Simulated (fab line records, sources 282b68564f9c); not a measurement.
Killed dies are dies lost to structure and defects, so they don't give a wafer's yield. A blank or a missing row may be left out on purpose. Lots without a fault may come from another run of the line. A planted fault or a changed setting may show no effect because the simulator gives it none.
Which tool did it? | flow rit_cmos | 16 lots, 48 wafers sampled, at 2 steps of a route of 202

WHAT THE GAUGES READ, wafer by wafer
RIT_NWELL_OVL_MEAS_06. Usual: NWELL_OVL 0.6 nm, standard deviation 1.3.
lot  | measured    | on         | NWELL_OVL (nm)       | flag
L170 | day 2 09:56 | overlay-01 | -0.5 0.7 0.7         |
L171 | day 2 18:16 | overlay-02 | 2.2 3.0 2.3          |
L172 | day 3 00:01 | overlay-02 | -1.4 1.1 0.6         |
L173 | day 3 05:01 | overlay-02 | 1.8 1.5 0.4          |
L174 | day 3 08:35 | overlay-02 | 1.6 1.3 1.3          |
L175 | day 3 14:08 | overlay-01 | -1.3 0.6 -0.2        |
L177 | day 3 19:43 | overlay-02 | 1.0 0.6 0.5          |
L178 | day 4 07:44 | overlay-01 | 0.1 -0.5 1.1         |
L179 | day 4 10:25 | overlay-01 | -149.6 -149.4 -148.3 | OFF
L181 | day 4 19:35 | overlay-01 | -150.6 -150.6 -150.1 | OFF
L182 | day 4 21:52 | overlay-02 | 2.9 1.8 0.1          |
L184 | day 5 07:04 | overlay-02 | -149.6 -151.8 -150.3 | OFF
L186 | day 5 16:27 | overlay-02 | -151.5 -149.9 -150.0 | OFF
L188 | day 6 01:21 | overlay-02 | -0.8 2.2 1.1         |
L190 | day 6 12:20 | overlay-02 | 1.1 -2.2 -0.3        |
L191 | day 6 19:02 | overlay-01 | 2.3 1.0 0.7          |

WHICH TOOL RAN EACH LOT (tool, then ch and the chambers of the sampled wafers, then the start)
lot  | RIT_NWELL_EXPOSE_03
L170 | iline_stepper-01 ch 0, day 2 09:31
L171 | iline_stepper-02 ch 0, day 2 17:53
L172 | iline_stepper-01 ch 0, day 2 23:35
L173 | iline_stepper-02 ch 0, day 3 04:37
L174 | iline_stepper-01 ch 0, day 3 08:10
L175 | iline_stepper-01 ch 0, day 3 13:40
L177 | iline_stepper-01 ch 0, day 3 19:19
L178 | iline_stepper-02 ch 0, day 4 07:20
L179 | iline_stepper-02 ch 0, day 4 09:59
L181 | iline_stepper-02 ch 0, day 4 19:10
L182 | iline_stepper-01 ch 0, day 4 21:26
L184 | iline_stepper-02 ch 0, day 5 06:41
L186 | iline_stepper-02 ch 0, day 5 15:59
L188 | iline_stepper-01 ch 0, day 6 00:58
L190 | iline_stepper-01 ch 0, day 6 11:54
L191 | iline_stepper-01 ch 0, day 6 18:37
- RIT_NWELL_EXPOSE_03: exposes mask M2, target cd 43900 nm.

WHAT THE TOOLS THEMSELVES READ (means of the sampled wafers that have a number; where no wafer has one, the mark that the record gives instead)
RIT_NWELL_EXPOSE_03. Usual: stage_vel_mm_s 499.97 mm/s, standard deviation 0.24.
lot  | tool             | stage_vel_mm_s (mm/s) | flag
L170 | iline_stepper-01 | 500.11                |
L171 | iline_stepper-02 | 500.17                |
L172 | iline_stepper-01 | 500.03                |
L173 | iline_stepper-02 | 499.92                |
L174 | iline_stepper-01 | 499.73                |
L175 | iline_stepper-01 | 499.98                |
L177 | iline_stepper-01 | 500.22                |
L178 | iline_stepper-02 | 499.99                |
L179 | iline_stepper-02 | 500.07                |
L181 | iline_stepper-02 | 500.03                |
L182 | iline_stepper-01 | 500.19                |
L184 | iline_stepper-02 | 499.88                |
L186 | iline_stepper-02 | 499.89                |
L188 | iline_stepper-01 | 500.02                |
L190 | iline_stepper-01 | 499.88                |
L191 | iline_stepper-01 | 500.17                |

THE ANSWER, worked out from the rows above alone
Rule: a lot is off if the mean of its wafers that have a number lies more than 3 standard deviations from the usual mean. A lot without any number at a reading at which 4 lots or more have one is off too. The other lots that the step has rows for count as sound. The gauges are gone through in route order, then the tools' own readings, and for those a lot's mean is taken as printed above. The first step at which some lot is off is used, and at that step the reading that is off furthest; a lot without a number counts as furthest.
Off: L179, L181, L184, L186, at RIT_NWELL_OVL_MEAS_06 (NWELL_OVL).
A tool fits if, at a process step before that reading, it ran every lot that is off, and no sound lot after the first of them. The gauges at RIT_NWELL_OVL_MEAS_06 are tried like those tools. One fits: iline_stepper-02 at RIT_NWELL_EXPOSE_03. Its last sound lot is L178 (day 4 07:20), its first lot that is off L179 (day 4 09:59): a fault that began between those two fits.

WHAT THE SIMULATOR HAD PUT IN
Scanner matching overlay: iline_stepper-02, from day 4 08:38 on, at RIT_NWELL_EXPOSE_03. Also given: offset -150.
Lots struck among those shown: L179, L181, L184, L186. The rule above found the same.
